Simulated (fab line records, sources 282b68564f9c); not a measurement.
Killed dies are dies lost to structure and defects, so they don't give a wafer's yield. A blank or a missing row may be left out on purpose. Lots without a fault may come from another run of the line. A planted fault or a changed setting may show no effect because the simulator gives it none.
A struck lot beside a sound one | flow rit_cmos | 15 steps out of a route of 202
Sound: wafers L940.1, L940.4, L940.6. Struck: wafers L952.2, L952.5, L952.6. The cause comes at the end.
At each step with rows: each side's tool, then ch and its chambers, then its first start. Under that, the readings that differ: sound wafers | struck wafers | difference of the means | sigmas: that difference in standard deviations of wafers without a fault.
alike: readings whose means differ by less than 2 such deviations, and words and numbers that are the same on both sides. not compared: withheld readings, readings that some wafer has no value for, bounds like >300 that may hide the same value, and numbers for which the record gives no deviation and whose values overlap.
The two part at a step that has a row with sigmas, a row that says differs or no value, or rows on one side only. Numbers that don't overlap but have no deviation are shown without sigmas and don't part them. A reading that every wafer of one side lacks parts them only if that side has two wafers or more.

first, 4 steps without rows for these wafers: RIT_PSD_SOFTBAKE_02 (time 60 s); RIT_PSD_EXPOSE_03 (exposes mask M10, target cd 40900 nm); RIT_PSD_PEB_04; RIT_PSD_DEVELOP_05 (develop time 50 s).
RIT_PSD_OVL_MEAS_06:
  sound on overlay-01, day 4 00:04; struck on overlay-02, day 6 14:48
  alike: PSD_OVL
then, 2 steps without rows for these wafers: RIT_PSD_HARDBAKE_07 (time 60 s); RIT_PSD_IMPLANT_08.
RIT_PSD_STRIP_09: strips in O2, time 180 s.
  sound on plasma_asher-04 ch 0,1, day 4 00:26; struck on plasma_asher-02 ch 0,1, day 6 15:14
  alike: drypump_motor_current_A
  not compared: rf_hours_counter_h
RIT_PSD_TW_MEAS_10:
  sound on film_metro-02, day 4 00:37; struck on film_metro-04, day 6 15:25
  alike: PSD_TW
then, 3 steps without rows for these wafers: RIT_SDANNEAL_CLEAN_00 (cleans in SC1, time 600 s); RIT_SDANNEAL_CLEAN_01 (cleans in dHF, time 30 s); RIT_SDANNEAL_CLEAN_02 (cleans in SC2, time 600 s).
RIT_SDANNEAL_RTA_03: time 5 s.
  sound on rtp_anneal-01 ch 0, day 4 01:02; struck on rtp_anneal-01 ch 0, day 6 15:50
  reading           | sound                | struck               | difference | sigmas
  ramp_down_c_per_s | 171.03 171.00 170.98 | 34.208 34.181 34.186 | -136.812   | -99 or more
  alike: wafer_temp_C_max
RIT_SDANNEAL_RS_MEAS_04: measures by four-point-probe.
  sound on film_metro-02, day 4 01:06; struck on film_metro-04, day 6 15:55
  alike: PSD_RS
RIT_M1_PROBE_99:
  sound on prober-01, day 4 08:28; struck on prober-01, day 6 23:33
  alike: killed_at_contacts, killed_at_front_end, killed_dies, killed_open, killed_short

WHERE THEY PART
Only at RIT_SDANNEAL_RTA_03, within this record. Later steps at which nothing parts them and some readings are alike: RIT_SDANNEAL_RS_MEAS_04, RIT_M1_PROBE_99.

WHY: what the simulator had put in
Process parameter drift: rtp_anneal-01, from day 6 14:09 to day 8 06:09, at RIT_SDANNEAL_RTA_03. Setting ramp_down_c_per_s, moved by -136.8, from 171.
